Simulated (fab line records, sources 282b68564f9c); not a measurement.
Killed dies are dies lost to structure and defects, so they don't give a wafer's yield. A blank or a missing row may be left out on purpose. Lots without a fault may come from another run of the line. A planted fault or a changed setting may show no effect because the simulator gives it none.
Which tool did it? | flow rit_cmos | 8 lots, 24 wafers sampled, at 2 steps of a route of 202

WHAT THE GAUGES READ, wafer by wafer
RIT_CONTACT_OVL_MEAS_09.
lot  | measured    | on         | CONTACT_OVL (nm)
L702 | day 3 18:59 | overlay-02 | -1.3 -1.9 -3.5
L705 | day 4 08:23 | overlay-01 | 1.6 1.4 0.4
L709 | day 5 01:18 | overlay-01 | -2.6 0.0 0.6
L711 | day 5 14:31 | overlay-02 | 0.6 2.0 0.4
L714 | day 6 04:07 | overlay-01 | -0.3 1.3 0.7
L718 | day 7 03:27 | overlay-02 | -1.1 -1.3 -0.6
L720 | day 7 07:15 | overlay-02 | 4.0 4.0 5.4
L722 | day 7 18:47 | overlay-02 | 6.1 5.3 4.0

WHICH TOOL RAN EACH LOT (tool, then ch and the chambers of the sampled wafers, then the start)
lot  | RIT_CONTACT_EXPOSE_05
L702 | iline_stepper-01 ch 0, day 3 18:22
L705 | iline_stepper-02 ch 0, day 4 07:45
L709 | iline_stepper-02 ch 0, day 5 00:37
L711 | iline_stepper-01 ch 0, day 5 13:54
L714 | iline_stepper-02 ch 0, day 6 03:31
L718 | iline_stepper-02 ch 0, day 7 02:49
L720 | iline_stepper-01 ch 0, day 7 06:28
L722 | iline_stepper-01 ch 0, day 7 18:09
- RIT_CONTACT_EXPOSE_05: exposes mask M11, target cd 1000 nm.

THE ANSWER, worked out from the rows above alone
Rule: what is usual is taken from the lots themselves. Put in order of their means at a reading, lots are off if they are a third of the lots or fewer, leave a main group of 4 or more, and stand apart from it by a gap of 3 or more times the standard deviation of the main group's means; of several such gaps the widest counts. A main group whose means are all the same, to the digits that the tables above print for the reading, isn't used. A lot without any number at a reading at which 4 lots or more have one is off too. The other lots that the step has rows for count as sound.
No lot is off at any reading shown: from this, nothing can be told.

WHAT THE SIMULATOR HAD PUT IN
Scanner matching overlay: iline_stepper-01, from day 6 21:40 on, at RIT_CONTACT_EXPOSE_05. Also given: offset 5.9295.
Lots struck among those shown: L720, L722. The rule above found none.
